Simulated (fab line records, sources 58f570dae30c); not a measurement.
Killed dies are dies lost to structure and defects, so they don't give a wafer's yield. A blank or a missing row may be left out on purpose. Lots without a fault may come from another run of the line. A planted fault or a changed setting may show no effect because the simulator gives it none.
fab line records | flow berkeley_cmos170
record lots=14 wafers=42 last_day=13
route steps=331 shown PVT@121 FIELD@126 PLDD@148 NLDD@164
lots that met no fault: from a run of the same line without faults
start_h: hours from the record's first day to the start of the lot's first wafer shown | wait_h: hours since the lot's step before | " the same as in the row above | L1.1+2: a row that stands for several wafers | - no value, or no start given | * or withheld: withheld | < > ~ a bound
route shown NAME@n: a module of which the file shows steps, and the number in the route of the first | usual: mean/standard deviation of fault-free wafers | same: alike in all rows | chamber/n: place in a boat | sites: the reading at each site | _std_site: their standard deviation | _edge_site: outer sites' mean less inner sites' | radius_mm: how far each site lies from the wafer's centre | mask NAME#n: copy n | behind: the tool/chamber that last shaped the wafer | hold: why the lot was held/for how many hours/how that ended | device: the transistor (n, p or np) that didn't switch | end of line: the same wafers' tests at the end of the route | a step without rows: its recipe alone | killed: dies lost to structure and defects at the first sort, not the wafer's yield | map: a wafer's dies, x killed, . not, _ none there
set.NAME: the setting as run; set.NAME@STEP: as run at that earlier step | model.NAME: the simulator's own value behind a step, which no gauge read
steps of the route over a sample of lots; a table a step, a row a wafer
services: from which hour (start_h, from the record's first day; less than 0 if before it) a tool's chamber was out of use, for how many hours, and why
## steps
# step UCB170_PVT_OVL_MEAS_06
# usual PVT_OVL=-1/6.2
# columns lot.wafer tool chamber start_h wait_h PVT_OVL[nm]
L957.1 overlay-02 - 159.06 - 1
L957.3 " - " " 0
L957.4 " - " " -2
L958.3 overlay-01 - 159.24 - 5
L958.5 " - " " 7
L958.6 " - " " 8
L960.3 overlay-02 - 159.34 - -1
L960.4 " - " " 3
L960.6 " - " " -14
L959.1 overlay-01 - 159.50 - -7
L959.2 " - " " -7
L959.6 " - " " 4
L962.2 overlay-02 - 159.61 - 4
L962.4 " - " " 6
L962.5 " - " " 5
L965.2 overlay-02 - 182.01 - -2
L965.3 " - " " -4
L965.6 " - " " -6
L966.1 overlay-02 - 197.26 - 1
L966.3 " - " " -8
L966.4 " - " " -14
L964.1 overlay-01 - 197.43 - -2
L964.2 " - " " -1
L964.6 " - " " 4
L967.1 overlay-02 - 197.54 - 3
L967.4 " - " " 6
L967.6 " - " " -4
L968.3 overlay-02 - 197.83 - -10
L968.4 " - " " -12
L968.6 " - " " -12
L970.2 overlay-02 - 207.28 - -2
L970.3 " - " " -6
L970.6 " - " " 0
L976.1 overlay-01 - 227.76 - -4
L976.3 " - " " 4
L976.4 " - " " -1
L977.2 overlay-02 - 244.77 - 7
L977.5 " - " " 4
L977.6 " - " " 3
L978.1 overlay-02 - 259.74 - 0
L978.2 " - " " -6
L978.6 " - " " -6
# step UCB170_FIELD_THK_MEAS_91
# recipe reads=SiO2_of_FIELD_OXIDATION_01
# usual FIELD_OXIDE_LEFT_2_THK=358/9.3
# columns lot.wafer tool chamber start_h wait_h FIELD_OXIDE_LEFT_2_THK[nm]
L957.1 film_metro-03 - 159.47 0.0 361
L957.3 " - " " 367
L957.4 " - " " 365
L958.3 film_metro-02 - 159.66 0.0 359
L958.5 " - " " 357
L958.6 " - " " 361
L960.3 film_metro-03 - 159.76 0.0 358
L960.4 " - " " 352
L960.6 " - " " 354
L959.1 film_metro-02 - 159.91 0.0 362
L959.2 " - " " 367
L959.6 " - " " 367
L962.2 film_metro-03 - 160.03 0.0 360
L962.4 " - " " 365
L962.5 " - " " 372
L965.2 film_metro-03 - 182.48 0.1 365
L965.3 " - " " 376
L965.6 " - " " 369
L964.1 film_metro-04 - 199.40 0.0 371
L964.2 " - " " 360
L964.6 " - " " 371
L966.1 film_metro-03 - 199.40 0.0 352
L966.3 " - " " 361
L966.4 " - " " 355
L967.1 film_metro-02 - 199.40 0.0 355
L967.4 " - " " 356
L967.6 " - " " 355
L968.3 film_metro-02 - 199.49 0.0 365
L968.4 " - " " 363
L968.6 " - " " 365
L970.2 film_metro-02 - 207.69 0.0 353
L970.3 " - " " 357
L970.6 " - " " 342
L976.1 film_metro-04 - 228.17 0.0 344
L976.3 " - " " 348
L976.4 " - " " 353
L977.2 film_metro-02 - 245.18 0.0 349
L977.5 " - " " 341
L977.6 " - " " 352
L978.1 film_metro-04 - 260.22 0.0 342
L978.2 " - " " 335
L978.6 " - " " 342
# step UCB170_PLDD_EXPOSE_03
# recipe mask_id=PSELECT na=0.5 sigma_outer=0.6 source_shape=conventional target_cd_nm=1200 dose_mj=30
# usual exposure_dose_mJ_cm2=29.99/0.035 focus_offset_nm=0.1/0.51
# columns lot.wafer tool chamber start_h wait_h mask exposure_dose_mJ_cm2 focus_offset_nm
L958.3 krf_scanner-01 0 177.59 0.4 PSELECT#0 30.04 0.0
L958.5 " 0 " " PSELECT#0 29.99 0.4
L958.6 " 0 " " PSELECT#0 30.04 0.7
L959.1 krf_scanner-02 0 177.80 0.6 PSELECT#0 29.95 -0.4
L959.2 " 0 " " PSELECT#0 29.95 -0.5
L959.6 " 0 " " PSELECT#0 29.94 0.0
L960.3 krf_scanner-02 0 177.95 0.3 PSELECT#0 29.99 0.4
L960.4 " 0 " " PSELECT#0 29.97 0.8
L960.6 " 0 " " PSELECT#0 30.03 0.9
L962.2 krf_scanner-02 0 178.05 0.4 PSELECT#0 30.01 0.0
L962.4 " 0 " " PSELECT#0 29.98 0.3
L962.5 " 0 " " PSELECT#0 30.06 0.7
L957.1 krf_scanner-02 0 178.21 0.1 PSELECT#0 30.02 0.6
L957.3 " 0 " " PSELECT#0 29.98 -0.4
L957.4 " 0 " " PSELECT#0 29.98 0.4
L965.2 krf_scanner-01 0 203.22 0.2 PSELECT#0 30.04 0.5
L965.3 " 0 " " PSELECT#0 30.06 0.7
L965.6 " 0 " " PSELECT#0 30.03 -0.6
L966.1 krf_scanner-01 0 211.10 0.2 PSELECT#0 29.99 -0.3
L966.3 " 0 " " PSELECT#0 30.01 0.5
L966.4 " 0 " " PSELECT#0 29.95 0.1
L964.1 krf_scanner-01 - 211.47 0.1 PSELECT#0 - -
L964.2 " - " " PSELECT#0 - -
L964.6 " - " " PSELECT#0 - -
L967.1 krf_scanner-01 - 212.04 0.1 PSELECT#0 - -
L967.4 " - " " PSELECT#0 - -
L967.6 " - " " PSELECT#0 - -
L968.3 krf_scanner-01 0 212.33 0.1 PSELECT#0 30.00 0.3
L968.4 " 0 " " PSELECT#0 30.00 -0.4
L968.6 " 0 " " PSELECT#0 30.00 0.3
L970.2 krf_scanner-01 0 227.25 0.1 PSELECT#0 30.04 0.1
L970.3 " 0 " " PSELECT#0 30.01 -0.5
L970.6 " 0 " " PSELECT#0 30.03 0.1
L976.1 krf_scanner-01 0 245.34 0.2 PSELECT#0 29.99 0.1
L976.3 " 0 " " PSELECT#0 29.96 0.1
L976.4 " 0 " " PSELECT#0 30.01 -0.9
L977.2 krf_scanner-01 0 268.43 0.1 PSELECT#0 29.96 0.8
L977.5 " 0 " " PSELECT#0 29.96 0.2
L977.6 " 0 " " PSELECT#0 29.97 -0.2
L978.1 krf_scanner-01 0 274.15 0.1 PSELECT#0 29.98 0.3
L978.2 " 0 " " PSELECT#0 29.99 0.2
L978.6 " 0 " " PSELECT#0 29.98 1.2
# step UCB170_NLDD_CD_MEAS_06
# recipe target_cd_nm=1200
# usual cd_nm=1200.1/1.2
# columns lot.wafer tool chamber start_h wait_h cd_nm
L958.3 cd_sem-01 - 180.57 - 1200.3
L958.5 " - " " 1200.1
L958.6 " - " " 1199.6
L959.1 cd_sem-01 - 180.70 - 1201.2
L959.2 " - " " 1201.4
L959.6 " - " " 1200.9
L960.3 cd_sem-01 - 181.90 - 1200.4
L960.4 " - " " 1200.8
L960.6 " - " " 1200.4
L962.2 cd_sem-01 - 182.00 - 1201.1
L962.4 " - " " 1200.2
L962.5 " - " " 1201.1
L957.1 cd_sem-01 - 182.13 - 1198.6
L957.3 " - " " 1199.5
L957.4 " - " " 1198.4
L965.2 cd_sem-01 - 205.72 - 1200.3
L965.3 " - " " 1200.6
L965.6 " - " " 1199.5
L966.1 cd_sem-02 - 214.43 - 1201.4
L966.3 " - " " 1200.6
L966.4 " - " " 1199.3
L964.1 cd_sem-02 - 214.79 - 1200.5
L964.2 " - " " 1200.6
L964.6 " - " " 1200.2
L967.1 cd_sem-02 - 215.32 - 1200.2
L967.4 " - " " 1200.8
L967.6 " - " " 1200.8
L968.3 cd_sem-01 - 215.89 - 1199.5
L968.4 " - " " 1201.7
L968.6 " - " " 1200.9
L970.2 cd_sem-02 - 229.47 - 1199.4
L970.3 " - " " 1199.8
L970.6 " - " " 1198.5
L976.1 cd_sem-01 - 248.74 - 1202.4
L976.3 " - " " 1200.3
L976.4 " - " " 1200.5
L977.2 cd_sem-01 - 272.32 - 1200.0
L977.5 " - " " 1201.4
L977.6 " - " " 1200.5
L978.1 cd_sem-02 - 276.67 - 1197.2
L978.2 " - " " 1196.7
L978.6 " - " " 1197.0
## services
# columns tool chamber start_h hours kind
krf_scanner-01 - 155.87 1.3 pm
krf_scanner-02 - 157.19 1.3 repair
krf_scanner-01 - 193.24 0.8 pm
krf_scanner-01 - 200.31 1.0 pm
krf_scanner-02 - 201.73 1.0 pm
krf_scanner-02 - 208.59 4.0 pm
krf_scanner-02 0 220.15 - calibration
krf_scanner-02 - 234.88 0.8 pm
krf_scanner-01 0 272.45 - calibration
## key
first_sign step=UCB170_PLDD_EXPOSE_03 reading=tool_record direction=missing
effect none on later readings
met_at UCB170_PLDD_EXPOSE_03
struck_lots L964,L967
sort_left_out L964.1,L964.2,L964.6,L967.1,L967.4,L967.6
tester_left_out L964,L967
not_acting_at UCB170_PVT_OVL_MEAS_06,UCB170_FIELD_THK_MEAS_91,UCB170_NLDD_CD_MEAS_06
onset_between 211.10 211.47
fault kind=skipped_step_whole tool=krf_scanner-01 chamber=- onset_h=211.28 steps=UCB170_PLDD_EXPOSE_03 scope=struck_lots_only
# tester_left_out: of these lots the tester's yield and bins aren't shown, on N5 and GAA mostly nor the transistor test; their killed dies are dies lost to structure and defects alone, not to doping, threshold or leakage, so they don't give the yield
# sort_left_out: the simulated sort isn't trusted on such a fault, so these wafers' sort isn't shown, and their yield isn't known
